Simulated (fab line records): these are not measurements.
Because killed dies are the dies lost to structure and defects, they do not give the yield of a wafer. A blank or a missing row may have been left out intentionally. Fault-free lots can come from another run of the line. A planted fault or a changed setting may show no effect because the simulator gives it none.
The tool behind it: which one? :: flow berkeleyCmos170 :: 7 lots, 21 wafers sampled, at 2 steps of a route of 331

## WHAT EACH GAUGE READ, for each wafer
UCB170_V1_THK_MEAS_04.
lot: L574
measured: day 7 17:39
on: filmMetro-04
V1_POLISHED_THK (nm): 1000.9 1000.4 1001.1

lot: L576
measured: day 8 13:31
on: filmMetro-04
V1_POLISHED_THK (nm): 999.9 999.8 1000.7

lot: L581
measured: day 9 10:24
on: filmMetro-04
V1_POLISHED_THK (nm): 997.9 1002.6 1000.9

lot: L584
measured: day 9 12:32
on: filmMetro-01
V1_POLISHED_THK (nm): 1000.9 1000.5 1001.0

lot: L589
measured: day 10 13:06
on: filmMetro-04
V1_POLISHED_THK (nm): 997.3 1002.8 1000.4

lot: L592
measured: day 10 21:50
on: filmMetro-04
V1_POLISHED_THK (nm): 1000.2 1001.4 1001.5

lot: L595
measured: day 11 22:12
on: filmMetro-01
V1_POLISHED_THK (nm): 998.9 1001.2 998.5

## WHAT TOOL EACH LOT RAN ON (gives the tool, then ch and the chambers of the sampled wafers, and finally the start)
lot: L574
UCB170_V1_CVD_00: pecvd-04 ch 0,1, day 7 17:01

lot: L576
UCB170_V1_CVD_00: pecvd-03 ch 0,2, day 8 12:53

lot: L581
UCB170_V1_CVD_00: pecvd-04 ch 1,2, day 9 09:45

lot: L584
UCB170_V1_CVD_00: pecvd-04 ch 0,1,2, day 9 11:53

lot: L589
UCB170_V1_CVD_00: pecvd-01 ch 0,1,2, day 10 12:27

lot: L592
UCB170_V1_CVD_00: pecvd-04 ch 0,1, day 10 21:11

lot: L595
UCB170_V1_CVD_00: pecvd-04 ch 0,2, day 11 21:33
- UCB170_V1_CVD_00: deposits SiO2 from TEOS/O2, target thk 2000 nm, time 250 s.

## THE ANSWER, worked out from the rows above alone
Rule: usual is defined by the lots themselves. The widest of any qualifying gaps counts: lots, ordered by their means at a reading, are off when they make up no more than a third of the lots, leave a main group of 4 or more, and stand apart from it by 3 or more times the standard deviation of that group's means. If all means in a main group match to the digits the tables above print for the reading, that group is not used. A lot without any number at a reading at which 4 lots or more have one is off too. All remaining lots with rows at the step are treated as sound.
No lot is off on any of the readings shown, so nothing can be concluded from this.

## WHAT HAD BEEN PUT IN BY THE SIMULATOR
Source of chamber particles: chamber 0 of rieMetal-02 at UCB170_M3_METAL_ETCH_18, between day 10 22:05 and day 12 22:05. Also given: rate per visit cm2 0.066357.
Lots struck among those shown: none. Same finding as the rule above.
